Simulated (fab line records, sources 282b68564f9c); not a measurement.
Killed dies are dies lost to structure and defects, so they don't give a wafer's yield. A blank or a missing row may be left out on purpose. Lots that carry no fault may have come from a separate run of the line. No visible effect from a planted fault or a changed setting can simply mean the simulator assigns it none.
Comparing a struck lot with a sound one -- flow rit_cmos -- 44 out of 202 route steps
Sound: these wafers, L779.2, L779.3, L779.4. Wafers L787.1, L787.5, L787.6 were the ones struck. The cause comes at the end.
At each step with rows: each side's tool, then ch and its chambers, then its first start. Under that, the readings that differ: sound wafers -- struck wafers -- difference of the means -- sigmas: that difference in standard deviations of wafers without a fault.
alike: readings whose means differ by less than 2 such deviations, and words and numbers that are the same on both sides. not compared: withheld readings, readings that some wafer has no value for, bounds like >300 that may hide the same value, and numbers for which the record gives no deviation and whose values overlap.
The two part at a step that has a row with sigmas, a row that says differs or no value, or rows on one side only. Non-overlapping numbers with no deviation appear without sigmas and do not part them. Lack of a reading on every wafer of one side parts them only where that side has two or more wafers.

first, 4 steps without rows for these wafers: RIT_PLDD_SOFTBAKE_02 (time 60 s); RIT_PLDD_EXPOSE_03 (exposes mask M8, target cd 40900 nm); RIT_PLDD_PEB_04; RIT_PLDD_DEVELOP_05 (develop time 50 s).
RIT_PLDD_OVL_MEAS_06:
  sound on overlay-02 at day 3 10:32; struck on overlay-01 at day 5 01:08
  alike: PLDD_OVL
then, 2 steps without rows for these wafers: RIT_PLDD_HARDBAKE_07 (time 60 s); RIT_PLDD_IMPLANT_08.
RIT_PLDD_STRIP_09: strips in O2, time 180 s.
  sound on plasma_asher-04 ch 0,1, day 3 10:52; struck on plasma_asher-01 ch 0,1, day 5 01:28
  alike: drypump_motor_current_A
  not compared: rf_hours_counter_h
RIT_PLDD_TW_MEAS_10:
  sound on film_metro-03 at day 3 11:03; struck on film_metro-03 at day 5 01:38
  alike: PLDD_TW
then, 3 steps without rows for these wafers: RIT_SPACER_CLEAN_00 (cleans in SC1, time 600 s); RIT_SPACER_CLEAN_01 (cleans in dHF, time 30 s); RIT_SPACER_CLEAN_02 (cleans in SC2, time 600 s).
RIT_SPACER_CVD_03: deposits Si3N4 from SiH2Cl2/NH3, target thk 250 nm, time 3300 s.
  sound on lpcvd-02 ch 0, day 3 11:28; struck on lpcvd-01 ch 1, day 5 02:16
reading,sound,struck,difference,sigmas
model.Si3N4_of_SPACER_CVD_03.thk_nm (nm),250.2 251.1 251.7,216.4 217.5 218.2,-33.6,
RIT_SPACER_THK_MEAS_04:
  sound on film_metro-02 at day 3 13:23; struck on film_metro-04 at day 5 04:25
reading,sound,struck,difference,sigmas
SPACER_NITRIDE_THK (nm),250.2 251.0 251.7,216.5 217.6 218.1,-33.6,-15
  not compared: hold
RIT_SPACER_ETCHBACK_05: etches Si3N4 in SF6/CHF3, stops on SiO2, target depth 250 nm, time 240 s.
  sound on rie_diel-01 ch 0,2,3, day 3 13:26; struck on rie_diel-01 ch 2,3, day 5 09:34
reading,sound,struck,difference,sigmas
hold,- - -,await_dispo/5.1h/release await_dispo/5.1h/release await_dispo/5.1h/release,no value on the sound wafers,
oes_product_au (a.u.),0.845 0.818 0.850,0.761 0.767 0.767,-0.073,-6
model.etch.depth_nm (nm),250.2 251.1 251.7,216.4 217.5 218.2,-33.6,
  alike: drypump_motor_current_A, throttle_valve_pct
  not compared: rf_hours_counter_h
then, 6 steps without rows for these wafers: RIT_NSD_HMDS_00 (prime time 60 s); RIT_NSD_COAT_01 (resist thk 1000 nm); RIT_NSD_SOFTBAKE_02 (time 60 s); RIT_NSD_EXPOSE_03 (exposes mask M9, target cd 40700 nm); RIT_NSD_PEB_04; RIT_NSD_DEVELOP_05 (develop time 50 s).
RIT_NSD_OVL_MEAS_06:
  sound on overlay-01 at day 3 14:34; struck on overlay-02 at day 5 10:54
reading,sound,struck,difference,sigmas
NSD_OVL (nm),3.2 2.5 1.6,0.9 -3.2 -0.5,-3.4,-2
then, 2 steps without rows for these wafers: RIT_NSD_HARDBAKE_07 (time 60 s); RIT_NSD_IMPLANT_08.
RIT_NSD_STRIP_09: strips in O2, time 180 s.
  sound on plasma_asher-01 ch 0,1, day 3 14:53; struck on plasma_asher-03 ch 0,1, day 5 11:14
  alike: drypump_motor_current_A
  not compared: rf_hours_counter_h
RIT_NSD_TW_MEAS_10:
  sound on film_metro-01 at day 3 15:05; struck on film_metro-03 at day 5 11:25
  alike: NSD_TW
then, 6 steps without rows for these wafers: RIT_PSD_HMDS_00 (prime time 60 s); RIT_PSD_COAT_01 (resist thk 1000 nm); RIT_PSD_SOFTBAKE_02 (time 60 s); RIT_PSD_EXPOSE_03 (exposes mask M10, target cd 40900 nm); RIT_PSD_PEB_04; RIT_PSD_DEVELOP_05 (develop time 50 s).
RIT_PSD_OVL_MEAS_06:
  sound on overlay-02 at day 3 16:01; struck on overlay-02 at day 5 12:35
  alike: PSD_OVL
then, 2 steps without rows for these wafers: RIT_PSD_HARDBAKE_07 (time 60 s); RIT_PSD_IMPLANT_08.
RIT_PSD_STRIP_09: strips in O2, time 180 s.
  sound on plasma_asher-04 ch 0,1, day 3 16:20; struck on plasma_asher-02 ch 0,1, day 5 13:02
  alike: drypump_motor_current_A
  not compared: rf_hours_counter_h
RIT_PSD_TW_MEAS_10:
  sound on film_metro-03 at day 3 16:31; struck on film_metro-03 at day 5 13:13
  alike: PSD_TW
then, 3 steps without rows for these wafers: RIT_SDANNEAL_CLEAN_00 (cleans in SC1, time 600 s); RIT_SDANNEAL_CLEAN_01 (cleans in dHF, time 30 s); RIT_SDANNEAL_CLEAN_02 (cleans in SC2, time 600 s).
RIT_SDANNEAL_RTA_03: time 5 s.
  sound on rtp_anneal-01 ch 0, day 3 16:57; struck on rtp_anneal-01 ch 0, day 5 14:13
  alike: wafer_temp_C_max
RIT_SDANNEAL_RS_MEAS_04: uses a four-point probe to measure.
  sound on film_metro-01 at day 3 17:01; struck on film_metro-04 at day 5 14:16
  alike: PSD_RS
RIT_SILICIDE_WET_ETCH_00: etches SiO2 in BOE, target depth 14 nm, time 15 s.
  sound on wet_bench-04 ch 2, day 3 17:29; struck on wet_bench-03 ch 1, day 5 14:54
reading,sound,struck,difference,sigmas
model.Si3N4_of_SPACER_CVD_03.thk_nm (nm),195.4 195.4 196.2,169.1 169.8 170.6,-25.8,
RIT_M1_PROBE_99:
  rows exist in the record for the struck wafers here (prober-02, day 5 22:08), but not for the sound ones

## WHERE THEY PART
Earliest at RIT_SPACER_THK_MEAS_04; latest, in this record, at RIT_M1_PROBE_99.

WHY: whatever the simulator had introduced
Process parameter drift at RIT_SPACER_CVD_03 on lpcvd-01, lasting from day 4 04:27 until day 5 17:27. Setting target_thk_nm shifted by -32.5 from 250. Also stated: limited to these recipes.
